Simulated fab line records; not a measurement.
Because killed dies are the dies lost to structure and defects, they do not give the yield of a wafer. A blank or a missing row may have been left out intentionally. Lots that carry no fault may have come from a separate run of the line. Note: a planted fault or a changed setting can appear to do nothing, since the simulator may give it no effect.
Which tool is to blame? :: flow ritCmos :: 21 wafers sampled from 7 lots at 1 step of a route of 202

## WHAT THE GAUGES SHOWED, per wafer
RIT_FOX1_THK_MEAS_01.
lot: L244
measured: day 2 03:03
on: filmMetro-02
FOX1_OXIDE_THK (nm): 348 352 347

lot: L247
measured: day 2 17:49
on: filmMetro-02
FOX1_OXIDE_THK (nm): 348 351 344

lot: L249
measured: day 3 03:57
on: filmMetro-02
FOX1_OXIDE_THK (nm): 343 351 342

lot: L253
measured: day 4 00:07
on: filmMetro-03
FOX1_OXIDE_THK (nm): 351 354 361

lot: L255
measured: day 4 11:02
on: filmMetro-04
FOX1_OXIDE_THK (nm): 345 350 339

lot: L262
measured: day 5 22:39
on: filmMetro-02
FOX1_OXIDE_THK (nm): 357 356 356

lot: L264
measured: day 6 11:18
on: filmMetro-04
FOX1_OXIDE_THK (nm): 354 353 352

## WHICH TOOL RAN EACH LOT (tool, then ch and the chambers of the sampled wafers, then the start)
Before these readings, the record contains no process step.

## THE ANSWER, worked out from the rows above alone
Rule: the lots themselves supply what counts as usual. Put in order of their means at a reading, lots are off if they are a third of the lots or fewer, leave a main group of 4 or more, and stand apart from it by a gap of 3 or more times the standard deviation of the main group's means; of several such gaps the widest counts. If all means in a main group match to the digits the tables above print for the reading, that group is not used. Also off: a lot with no number at a reading for which 4 or more lots have one. All remaining lots with rows at the step are treated as sound.
No lot is off on any of the readings shown, so nothing can be concluded from this.

## WHAT HAD BEEN PUT IN BY THE SIMULATOR
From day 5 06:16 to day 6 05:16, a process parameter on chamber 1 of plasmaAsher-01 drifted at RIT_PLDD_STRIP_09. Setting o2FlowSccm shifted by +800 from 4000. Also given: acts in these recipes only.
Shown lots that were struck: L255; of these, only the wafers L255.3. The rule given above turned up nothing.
